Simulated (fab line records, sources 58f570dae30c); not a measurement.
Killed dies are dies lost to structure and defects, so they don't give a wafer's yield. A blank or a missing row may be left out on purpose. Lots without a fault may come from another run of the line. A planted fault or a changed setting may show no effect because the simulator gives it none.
Which tool did it? | flow berkeley_cmos170 | 14 lots, 42 wafers sampled, at 4 steps of a route of 331

WHAT THE GAUGES READ, wafer by wafer
UCB170_NSD_TW_MEAS_10. Usual: NSD_TW 4176, standard deviation 20.
lot  | measured     | on            | NSD_TW         | flag
L698 | day 6 17:58  | film_metro-04 | 4196 4178 4182 |
L701 | day 7 07:01  | film_metro-03 | 4206 4176 4159 |
L703 | day 7 17:04  | film_metro-03 | 4367 4342 4345 | OFF
L702 | day 7 21:17  | film_metro-02 | 4202 4184 4204 |
L704 | day 7 21:53  | film_metro-04 | 4315 4323 4346 | OFF
L713 | day 9 19:52  | film_metro-03 | 4135 4151 4152 |
L712 | day 10 04:31 | film_metro-04 | 4172 4179 4168 |
L714 | day 10 20:53 | film_metro-02 | 4179 4190 4170 |
L715 | day 10 21:11 | film_metro-04 | 4149 4175 4167 |
L717 | day 10 21:40 | film_metro-02 | 4180 4200 4201 |
L716 | day 10 21:53 | film_metro-03 | 4186 4162 4170 |
L718 | day 10 22:10 | film_metro-02 | 4174 4169 4180 |
L719 | day 11 14:23 | film_metro-04 | 4184 4204 4185 |
L720 | day 11 14:31 | film_metro-03 | 4156 4152 4152 |

UCB170_SDANNEAL_RS_MEAS_03: measures by four-point-probe. Usual: NSD_RS 37.42 ohm/sq, standard deviation 0.096.
lot  | measured     | on            | NSD_RS (ohm/sq)   | flag
L698 | day 6 19:22  | film_metro-03 | 37.56 37.37 37.48 |
L701 | day 7 08:32  | film_metro-02 | 37.49 37.47 37.38 |
L703 | day 7 18:17  | film_metro-04 | 32.05 32.09 32.04 | OFF
L702 | day 7 22:43  | film_metro-02 | 37.36 37.35 37.31 |
L704 | day 7 23:08  | film_metro-03 | 32.10 31.98 32.06 | OFF
L713 | day 9 21:21  | film_metro-04 | 37.36 37.46 37.37 |
L712 | day 10 06:38 | film_metro-03 | 37.43 37.42 37.36 |
L714 | day 10 22:05 | film_metro-04 | 37.54 37.66 37.60 |
L715 | day 10 22:37 | film_metro-02 | 37.27 37.36 37.19 |
L717 | day 10 23:28 | film_metro-04 | 37.49 37.35 37.42 |
L716 | day 10 23:32 | film_metro-03 | 37.62 37.53 37.51 |
L718 | day 10 23:37 | film_metro-02 | 37.39 37.35 37.23 |
L719 | day 11 15:36 | film_metro-02 | 37.42 37.43 37.33 |
L720 | day 11 15:44 | film_metro-04 | 37.54 37.65 37.56 |

WHICH TOOL RAN EACH LOT (tool, then ch and the chambers of the sampled wafers, then the start)
lot  | UCB170_NSD_IMPLANT_08           | UCB170_NSD_STRIP_09
L698 | implanter-01 ch 0, day 6 17:43  | plasma_asher-04 ch 0,1, day 6 17:52
L701 | implanter-04 ch 0, day 7 06:47  | plasma_asher-04 ch 0,1, day 7 06:55
L703 | implanter-01 ch 0, day 7 16:49  | plasma_asher-04 ch 0,1, day 7 16:58
L702 | implanter-04 ch 0, day 7 21:03  | plasma_asher-04 ch 0,1, day 7 21:11
L704 | implanter-01 ch 0, day 7 21:40  | plasma_asher-04 ch 0,1, day 7 21:48
L713 | implanter-04 ch 0, day 9 19:38  | plasma_asher-01 ch 0, day 9 19:46
L712 | implanter-04 ch 0, day 10 04:16 | plasma_asher-01 ch 0,1, day 10 04:25
L714 | implanter-01 ch 0, day 10 20:38 | plasma_asher-02 ch 0,1, day 10 20:47
L715 | implanter-02 ch 0, day 10 20:59 | plasma_asher-01 ch 0,1, day 10 21:05
L717 | implanter-04 ch 0, day 10 21:26 | plasma_asher-04 ch 0,1, day 10 21:34
L716 | implanter-01 ch 0, day 10 21:40 | plasma_asher-01 ch 0,1, day 10 21:47
L718 | implanter-02 ch 0, day 10 21:55 | plasma_asher-04 ch 0,1, day 10 22:04
L719 | implanter-02 ch 0, day 11 14:08 | plasma_asher-02 ch 0,1, day 11 14:17
L720 | implanter-04 ch 0, day 11 14:16 | plasma_asher-01 ch 0,1, day 11 14:24
- UCB170_NSD_IMPLANT_08
- UCB170_NSD_STRIP_09: strips in O2.

WHAT THE TOOLS THEMSELVES READ (means of the sampled wafers that have a number; where no wafer has one, the mark that the record gives instead)
UCB170_NSD_IMPLANT_08. Usual: beam_energy_keV 39.460, standard deviation 0.013; beam_on_s 10.00 s, standard deviation 0.21; dose_ions_cm2 2.9997e+15, standard deviation 2.8e+12; faraday_current_uA 9263, standard deviation 190.
lot  | tool         | beam_energy_keV | beam_on_s (s) | dose_ions_cm2 | faraday_current_uA | flag
L698 | implanter-01 | 39.465          | 10.01         | 2.9963e+15    | 9283               |
L701 | implanter-04 | 39.452          | 10.01         | 2.9987e+15    | 9241               |
L703 | implanter-01 | 39.469          | 12.97         | 4.6238e+15    | 10979              | OFF
L702 | implanter-04 | 39.456          | 10.06         | 3.0025e+15    | 9199               |
L704 | implanter-01 | 39.482          | 12.75         | 4.6237e+15    | 11181              | OFF
L713 | implanter-04 | 39.476          | 9.97          | 2.9995e+15    | 9295               |
L712 | implanter-04 | 39.473          | 9.94          | 2.9998e+15    | 9287               |
L714 | implanter-01 | 39.448          | 10.15         | 3.0002e+15    | 9153               |
L715 | implanter-02 | 39.466          | 10.01         | 3.0042e+15    | 9255               |
L717 | implanter-04 | 39.444          | 9.94          | 3.0000e+15    | 9340               |
L716 | implanter-01 | 39.461          | 9.88          | 2.9976e+15    | 9350               |
L718 | implanter-02 | 39.453          | 10.08         | 3.0026e+15    | 9203               |
L719 | implanter-02 | 39.447          | 10.03         | 2.9975e+15    | 9243               |
L720 | implanter-04 | 39.449          | 9.98          | 3.0008e+15    | 9274               |

UCB170_NSD_STRIP_09. Usual: drypump_motor_current_A 5.4 A, standard deviation 0.4; o2_flow_sccm 400.3 sccm, standard deviation 1.1; oes_product_au 0.536 a.u., standard deviation 0.0044; strip_time_to_endpoint_s 35.66 s, standard deviation 0.085.
lot  | tool            | drypump_motor_current_A (A) | o2_flow_sccm (sccm) | oes_product_au (a.u.) | strip_time_to_endpoint_s (s) | flag
L698 | plasma_asher-04 | 5.0                         | 399.6               | 0.535                 | 35.71                        |
L701 | plasma_asher-04 | 5.1                         | 400.7               | 0.533                 | 35.61                        |
L703 | plasma_asher-04 | 5.1                         | 399.7               | 0.503                 | 39.97                        | OFF
L702 | plasma_asher-04 | 5.1                         | 399.4               | 0.535                 | 35.63                        |
L704 | plasma_asher-04 | 5.1                         | 399.9               | 0.503                 | 39.80                        | OFF
L713 | plasma_asher-01 | 5.2                         | 400.2               | 0.537                 | 35.68                        |
L712 | plasma_asher-01 | 5.4                         | 398.8               | 0.534                 | 35.71                        |
L714 | plasma_asher-02 | 6.1                         | 400.2               | 0.539                 | 35.62                        |
L715 | plasma_asher-01 | 5.6                         | 401.5               | 0.533                 | 35.72                        |
L717 | plasma_asher-04 | 5.0                         | 400.1               | 0.538                 | 35.67                        |
L716 | plasma_asher-01 | 5.6                         | 400.0               | 0.540                 | 35.71                        |
L718 | plasma_asher-04 | 5.0                         | 400.7               | 0.535                 | 35.74                        |
L719 | plasma_asher-02 | 5.9                         | 401.0               | 0.534                 | 35.69                        |
L720 | plasma_asher-01 | 5.4                         | 400.5               | 0.535                 | 35.66                        |

THE ANSWER, worked out from the rows above alone
Rule: a lot is off if the mean of its wafers that have a number lies more than 3 standard deviations from the usual mean. A lot without any number at a reading at which 4 lots or more have one is off too. The other lots that the step has rows for count as sound. The gauges are gone through in route order, then the tools' own readings, and for those a lot's mean is taken as printed above. The first step at which some lot is off is used, and at that step the reading that is off furthest; a lot without a number counts as furthest.
Off: L703, L704, at UCB170_NSD_TW_MEAS_10 (NSD_TW).
A tool fits if, at a process step before that reading, it ran every lot that is off, and no sound lot after the first of them. The gauges at UCB170_NSD_TW_MEAS_10 aren't tried: what is off there is off at UCB170_NSD_IMPLANT_08 too, on other tools, and a gauge's error can't cause that. None of those tried fits.

WHAT THE SIMULATOR HAD PUT IN
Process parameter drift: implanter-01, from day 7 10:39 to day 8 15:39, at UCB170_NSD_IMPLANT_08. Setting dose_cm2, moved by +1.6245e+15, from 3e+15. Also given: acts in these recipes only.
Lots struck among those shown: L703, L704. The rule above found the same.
